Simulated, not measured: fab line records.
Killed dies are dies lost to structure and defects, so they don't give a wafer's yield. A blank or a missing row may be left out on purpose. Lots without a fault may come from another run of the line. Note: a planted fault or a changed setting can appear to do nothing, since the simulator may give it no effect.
Which tool was responsible? | flow berkeleyCmos170 | 6 lots, 18 wafers sampled, at 3 steps of a route of 331

== WHAT THE GAUGES SHOWED, per wafer ==
UCB170_SILICIDE_RS_MEAS_02: uses a four-point probe to measure.
lot  | measured     | on           | SILICIDE_TI_RS (ohm/sq)
L343 | day 7 22:39  | filmMetro-03 | 25.9 26.2 26.1
L348 | day 9 12:07  | filmMetro-01 | 26.3 26.7 26.8
L353 | day 10 07:27 | filmMetro-03 | 30.2 25.7 25.8
L359 | day 10 07:53 | filmMetro-03 | 25.9 25.7 25.8
L362 | day 11 09:14 | filmMetro-03 | 25.8 25.7 25.3
L364 | day 11 18:14 | filmMetro-04 | 26.1 26.4 26.2

== WHAT TOOL EACH LOT RAN ON (gives the tool, then ch and the chambers of the sampled wafers, and finally the start) ==
lot  | UCB170_SPACER_ETCHBACK_03         | UCB170_SILICIDE_SPUTTER_01
L343 | rieDiel-02 ch 0,1,2, day 7 12:56  | pvdSputter-02, day 7 22:35
L348 | rieDiel-03 ch 1,2, day 8 23:17    | pvdSputter-04, day 9 12:02
L353 | rieDiel-02 ch 1,2, day 10 01:42   | pvdSputter-02, day 10 07:23
L359 | rieDiel-03 ch 0,2,3, day 10 01:42 | pvdSputter-03, day 10 07:52
L362 | rieDiel-01 ch 0,1,2, day 11 03:50 | pvdSputter-04, day 11 09:11
L364 | rieDiel-03 ch 0,2, day 11 11:53   | pvdSputter-03, day 11 18:13
- UCB170_SPACER_ETCHBACK_03: etches SiO2 in CHF3/CF4/Ar, stops on Si, target depth 376 nm, time 100 s.
- UCB170_SILICIDE_SPUTTER_01: material Ti, target thk 30 nm, time 25 s.

== THE ANSWER, worked out from the rows above alone ==
Rule: usual is defined by the lots themselves. Put in order of their means at a reading, lots are off if they are a third of the lots or fewer, leave a main group of 4 or more, and stand apart from it by a gap of 3 or more times the standard deviation of the main group's means; of several such gaps the widest counts. The tables above print the reading to a certain number of digits; a main group whose means all agree to those digits is not used. Also off: a lot with no number at a reading for which 4 or more lots have one. Any other lot the step has rows for is counted as sound.
No lot is off at any reading shown: from this, nothing can be told.

== WHAT THE SIMULATOR HAD PUT IN ==
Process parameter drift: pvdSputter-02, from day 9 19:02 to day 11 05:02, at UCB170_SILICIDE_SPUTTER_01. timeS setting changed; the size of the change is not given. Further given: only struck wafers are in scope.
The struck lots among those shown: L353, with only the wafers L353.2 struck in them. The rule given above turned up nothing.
